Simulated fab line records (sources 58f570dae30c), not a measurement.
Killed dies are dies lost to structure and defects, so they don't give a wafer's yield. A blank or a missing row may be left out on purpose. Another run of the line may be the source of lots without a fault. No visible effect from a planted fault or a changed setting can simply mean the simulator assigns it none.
Chamber matching	flow berkeleyCmos170	4 sister chambers for UCB170_ZERO_ETCH_06 on rieDiel-02
The step etches SiO2 in CHF3/CF4/Ar, time 12 s. 14 wafers are shown with their chamber, then 7 later ones without.

== WAFERS PAIRED WITH THEIR CHAMBERS ==
wafer	chamber	throttleValvePct (%)	drypumpMotorCurrentA (A)	oesProductAu (a.u.)
L323.2	1	9.20	5.3	0.634
L323.3	2	9.19	5.8	0.607
L323.6	2	9.18	5.9	0.596
L325.3	1	9.19	5.3	0.637
L325.5	3	9.28	5.5	0.601
L325.6	0	9.31	5.8	0.626
L326.3	0	9.34	5.7	0.616
L326.5	1	9.20	5.3	0.631
L326.6	2	9.19	5.8	0.609
L329.1	2	9.19	5.8	0.604
L329.3	1	9.20	5.3	0.627
L329.5	0	9.32	5.8	0.614
L333.1	2	9.17	5.9	0.602
L333.4	3	9.28	5.5	0.609

SIGNATURES (means of the wafers above)
reading	chamber 0	chamber 1	chamber 2	chamber 3	scatter within a chamber
throttleValvePct	9.3233	9.1975	9.1840	9.2800	0.00928
drypumpMotorCurrentA	5.767	5.300	5.840	5.500	0.0432
oesProductAu	0.61867	0.63225	0.60360	0.60500	0.0052
Rule: a wafer's distance from a chamber is the root of the sum, over the readings, of the square of ((its reading less the chamber's mean) divided by the reading's scatter). If the next closest chamber is less than 2 further off than the closest, the wafer can't be placed; otherwise it belongs to the closest. The scatter is the square root of a quotient: the sum, over the shown wafers, of each reading's squared deviation from its chamber's mean, divided by wafers minus chambers.

== WAFERS WITHOUT THEIR CHAMBER ==
wafer	throttleValvePct (%)	drypumpMotorCurrentA (A)	oesProductAu (a.u.)
L333.5	9.18	5.3	0.622
L335.1	9.33	5.8	0.625
L335.2	9.18	5.8	0.608
L335.5	9.20	5.9	0.600
L346.3	9.20	5.3	0.628
L346.5	9.17	5.9	0.603
L346.6	9.20	5.3	0.618

== THE CHAMBER EACH PASSED THROUGH ==
wafer	from the rows above	in truth
L333.5	1	1
L335.1	0	0
L335.2	2	2
L335.5	2	2
L346.3	1	1
L346.5	2	2
L346.6	1	1
Correct placement for 7 of the 7. Can't be placed from these rows: 0. Number placed wrongly: 0.
